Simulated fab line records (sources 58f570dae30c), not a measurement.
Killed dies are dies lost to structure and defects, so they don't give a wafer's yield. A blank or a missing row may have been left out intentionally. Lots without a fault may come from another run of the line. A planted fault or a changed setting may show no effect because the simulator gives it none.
A single fault, viewed from 2 desks | flow berkeley cmos170 | every desk sees just its own numbers, and what lay behind them comes last

TOOL OWNER'S DESK, litho track-02
UCB170_M3_COAT_09, tool's own readings: per-lot mean of the sampled wafers with a number, covering each lot this tool ran. Any lot whose mean is over 4 standard deviations away from the usual mean is out of limits and marked OUT; that distance is given in the brackets.
Columns: A = exhaust pa at UCB170_M3_COAT_09, usual 45.1 Pa; B = spin speed rpm at UCB170_M3_COAT_09, usual 2999.9 rpm
lot  | first seen here | A    | B
L117 | day 8 12:52     | 45.7 | 3000.5
L120 | day 9 00:35     | 44.7 | 2998.9
L118 | day 9 04:03     | 45.6 | 3000.2
L121 | day 9 12:52     | 45.6 | 2999.4
L122 | day 9 14:34     | 44.1 | 2997.4
L123 | day 10 04:25    | 45.1 | 3001.0
L126 | day 10 20:58    | 46.4 | 3103.9 (+52) OUT
L130 | day 11 09:37    | 44.3 | 3103.9 (+52) OUT
L138 | day 14 03:36    | 43.8 | 2999.1
L139 | day 14 06:09    | 44.6 | 2998.9
This desk's verdict: out of limits on L126, L130, starting with L126 at day 10 20:58 (spin speed rpm at UCB170_M3_COAT_09). In limits: L117, L120, L118, L121, L122, L123, L138, L139.

FROM THE METROLOGY DESK
Lot by lot, what the gauges showed, no matter which tool ran the lot: averages of those sampled wafers that carry a number. Any lot whose mean is over 4 standard deviations away from the usual mean is out of limits and marked OUT; that distance is given in the brackets.
Columns: A = V1_BOW at UCB170_V1_BOW_MEAS_03, usual 19 um
lot  | first seen here | A
L117 | day 8 03:13     | 20
L120 | day 8 15:34     | 17
L118 | day 8 16:54     | 15
L119 | day 8 18:18     | 16
L121 | day 9 05:04     | 15
L122 | day 9 06:25     | 17
L123 | day 9 16:25     | 23
L124 | day 9 17:47     | 19
L126 | day 10 09:41    | 25
L130 | day 11 01:30    | 21
L134 | day 12 04:59    | 28
L136 | day 12 14:50    | 20
L138 | day 13 18:19    | 21
L139 | day 13 18:20    | 27
This desk's verdict: no lot among the 14 shows anything out of limits.

BROUGHT TOGETHER
The tool owner's desk had the chance to raise an alarm at day 10 20:58 on L126, L130.
The metrology desk saw nothing out of limits.
The metrology desk has L126, L130 on record, within its limits.
The lots listed all ran UCB170_M3_COAT_09 on litho track-02.

WHAT THE SIMULATOR HAD INSERTED
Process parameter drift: litho track-02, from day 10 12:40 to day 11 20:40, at UCB170_M3_COAT_09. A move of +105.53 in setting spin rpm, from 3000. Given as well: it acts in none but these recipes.
Shown lots that were struck: L126, L130.
Delay in hours, fault start to first out-of-limits reading, by desk: the tool owner's desk at 8.
